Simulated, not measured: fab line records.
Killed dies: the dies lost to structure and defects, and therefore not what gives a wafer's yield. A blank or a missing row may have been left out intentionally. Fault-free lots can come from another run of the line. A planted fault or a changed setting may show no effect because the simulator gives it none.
The tool behind it: which one? | flow berkeley_cmos170 | Sampling: 14 lots, 42 wafers, 5 of 331 route steps

== WHAT THE GAUGES READ, wafer by wafer ==
UCB170_START_THK_MEAS_03.
lot  | measured    | on            | START_OXIDE_THK (nm)
L133 | day 1 11:57 | film_metro-03 | 20.3 20.1 20.2
L134 | day 1 17:43 | film_metro-03 | 20.4 19.9 20.3
L135 | day 1 21:42 | film_metro-01 | 20.2 20.2 20.4
L136 | day 2 07:49 | film_metro-01 | 20.7 20.5 20.4
L137 | day 2 07:49 | film_metro-03 | 20.8 20.7 21.2
L138 | day 2 14:52 | film_metro-01 | 20.3 20.0 20.4
L139 | day 2 21:47 | film_metro-01 | 20.1 20.4 20.2
L142 | day 3 08:51 | film_metro-04 | 19.8 20.1 19.8
L150 | day 5 02:46 | film_metro-04 | 19.9 20.1 19.7
L151 | day 5 07:43 | film_metro-03 | 19.8 19.9 19.9
L153 | day 5 19:07 | film_metro-03 | 20.0 19.8 20.0
L154 | day 5 22:48 | film_metro-04 | 19.8 19.6 19.5
L155 | day 6 03:04 | film_metro-03 | 19.7 20.1 20.0
L156 | day 6 09:34 | film_metro-03 | 19.9 19.7 19.7

UCB170_NWELL_TW_MEAS_16.
lot  | measured    | on            | NWELL_TW
L133 | day 2 01:26 | film_metro-03 | 1263 1270 1266
L134 | day 2 06:43 | film_metro-03 | 1268 1261 1264
L135 | day 2 15:42 | film_metro-02 | 1237 1239 1235
L136 | day 3 02:13 | film_metro-02 | 1242 1241 1245
L137 | day 3 02:27 | film_metro-04 | 1265 1266 1254
L138 | day 3 10:22 | film_metro-04 | 1264 1266 1262
L139 | day 3 16:58 | film_metro-02 | 1076 1080 1077
L142 | day 4 01:16 | film_metro-02 | 1074 1075 1071
L150 | day 5 21:27 | film_metro-03 | 1265 1265 1264
L151 | day 5 21:47 | film_metro-02 | 1240 1242 1243
L153 | day 6 12:13 | film_metro-03 | 1253 1260 1257
L154 | day 6 18:26 | film_metro-03 | 1258 1257 1260
L155 | day 6 22:54 | film_metro-02 | 1237 1240 1239
L156 | day 7 05:46 | film_metro-02 | 1246 1247 1245

UCB170_PVT_OVL_MEAS_06.
lot  | measured     | on         | PVT_OVL (nm)
L133 | day 5 05:32  | overlay-01 | -2 5 -1
L134 | day 5 13:11  | overlay-01 | -14 -12 -2
L135 | day 6 03:16  | overlay-02 | -5 14 7
L136 | day 6 02:52  | overlay-01 | -5 -5 -1
L137 | day 6 03:32  | overlay-01 | -2 0 1
L138 | day 6 13:28  | overlay-02 | -3 -7 0
L139 | day 6 22:43  | overlay-02 | -5 -2 0
L142 | day 7 06:48  | overlay-01 | 7 0 2
L150 | day 9 05:38  | overlay-02 | -3 3 4
L151 | day 9 05:54  | overlay-01 | -1 -6 -13
L153 | day 10 06:52 | overlay-01 | 3 -8 -1
L154 | day 10 10:16 | overlay-01 | -2 -1 -1
L155 | day 10 10:35 | overlay-02 | 1 1 5
L156 | day 11 00:08 | overlay-01 | 8 -1 5

UCB170_CONTACT_THK_MEAS_02.
lot  | measured     | on            | CONTACT_PSG_THK (nm)
L133 | day 6 09:01  | film_metro-02 | 691 696 696
L134 | day 6 21:43  | film_metro-03 | 700 704 706
L135 | day 7 10:16  | film_metro-01 | 713 707 706
L136 | day 7 08:53  | film_metro-03 | 700 693 703
L137 | day 7 10:15  | film_metro-03 | 691 697 689
L138 | day 7 20:17  | film_metro-03 | 707 702 701
L139 | day 8 09:23  | film_metro-03 | 703 711 702
L142 | day 8 19:51  | film_metro-02 | 698 703 708
L150 | day 10 13:44 | film_metro-02 | 707 708 704
L151 | day 10 13:49 | film_metro-03 | 711 712 717
L153 | day 11 12:41 | film_metro-01 | 707 703 705
L154 | day 11 15:06 | film_metro-02 | 690 689 691
L155 | day 11 15:07 | film_metro-01 | 694 694 695
L156 | day 12 07:55 | film_metro-01 | 698 693 695

== WHAT TOOL EACH LOT RAN ON (gives the tool, then ch and the chambers of the sampled wafers, and finally the start) ==
lot  | UCB170_NWELL_IMPLANT_14
L133 | implanter-01 ch 0, day 2 01:12
L134 | implanter-01 ch 0, day 2 06:30
L135 | implanter-02 ch 0, day 2 15:28
L136 | implanter-01 ch 0, day 3 01:58
L137 | implanter-01 ch 0, day 3 02:12
L138 | implanter-03 ch 0, day 3 10:07
L139 | implanter-01 ch 0, day 3 16:44
L142 | implanter-01 ch 0, day 4 01:03
L150 | implanter-03 ch 0, day 5 21:12
L151 | implanter-02 ch 0, day 5 21:34
L153 | implanter-03 ch 0, day 6 11:58
L154 | implanter-03 ch 0, day 6 18:11
L155 | implanter-03 ch 0, day 6 22:41
L156 | implanter-03 ch 0, day 7 05:31
- UCB170_NWELL_IMPLANT_14

== WHAT THE TOOLS THEMSELVES READ (means of the sampled wafers that have a number; where no wafer has one, the mark that the record gives instead) ==
UCB170_NWELL_IMPLANT_14.
lot  | tool         | dose_ions_cm2 | faraday_current_uA
L133 | implanter-01 | 1e+13         | 31.2
L134 | implanter-01 | 1e+13         | 31.7
L135 | implanter-02 | 1e+13         | 31.6
L136 | implanter-01 | 1e+13         | 31.8
L137 | implanter-01 | 1e+13         | 31.6
L138 | implanter-03 | 1e+13         | 31.0
L139 | implanter-01 | 6e+12         | 20.2
L142 | implanter-01 | 6e+12         | 20.2
L150 | implanter-03 | 1e+13         | 32.2
L151 | implanter-02 | 1e+13         | 31.5
L153 | implanter-03 | 1e+13         | 32.1
L154 | implanter-03 | 1e+13         | 31.6
L155 | implanter-03 | 1e+13         | 32.3
L156 | implanter-03 | 1e+13         | 32.1

== THE ANSWER, worked out from the rows above alone ==
Rule: the lots themselves supply what counts as usual. Put in order of their means at a reading, lots are off if they are a third of the lots or fewer, leave a main group of 4 or more, and stand apart from it by a gap of 3 or more times the standard deviation of the main group's means; of several such gaps the widest counts. The tables above print the reading to a certain number of digits; a main group whose means all agree to those digits is not used. Also off: a lot with no number at a reading for which 4 or more lots have one. Where the step has rows for the other lots, those lots are counted as sound. First the gauges in route order, then the tools' own readings, where a lot's mean is used as printed above. The first step at which some lot is off is used, and at that step the reading that is off furthest; a lot without a number counts as furthest.
Off: at UCB170_NWELL_TW_MEAS_16 (NWELL_TW), L139, L142. The main group has a mean of 1254 with a standard deviation of 11.
A tool fits if, at a process step before that reading, it ran every lot that is off, and no sound lot after the first of them. Not tried: the gauges at UCB170_NWELL_TW_MEAS_16; whatever is off there is also off at UCB170_NWELL_IMPLANT_14, on other tools, and gauge error can't account for it. One fits: implanter-01 at UCB170_NWELL_IMPLANT_14. A fault onset in the window from L137 (day 3 02:12, its last sound lot) to L139 (day 3 16:44, its first lot off) fits.
The tool's own readings at UCB170_NWELL_IMPLANT_14 bear it out: on the lots that are off they differ by more than 5 times the standard deviation of the sound lots' means. dose_ions_cm2 reads 6e+12 there against 1e+13 on the sound lots; faraday_current_uA reads 20.2 there against 31.7 on the sound lots.

== WHAT WAS PUT IN BY THE SIMULATOR ==
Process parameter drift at UCB170_NWELL_IMPLANT_14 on implanter-01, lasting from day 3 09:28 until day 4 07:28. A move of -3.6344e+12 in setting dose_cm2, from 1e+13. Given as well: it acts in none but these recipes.
Lots struck among those shown: L139, L142. This agrees with what the rule above found.
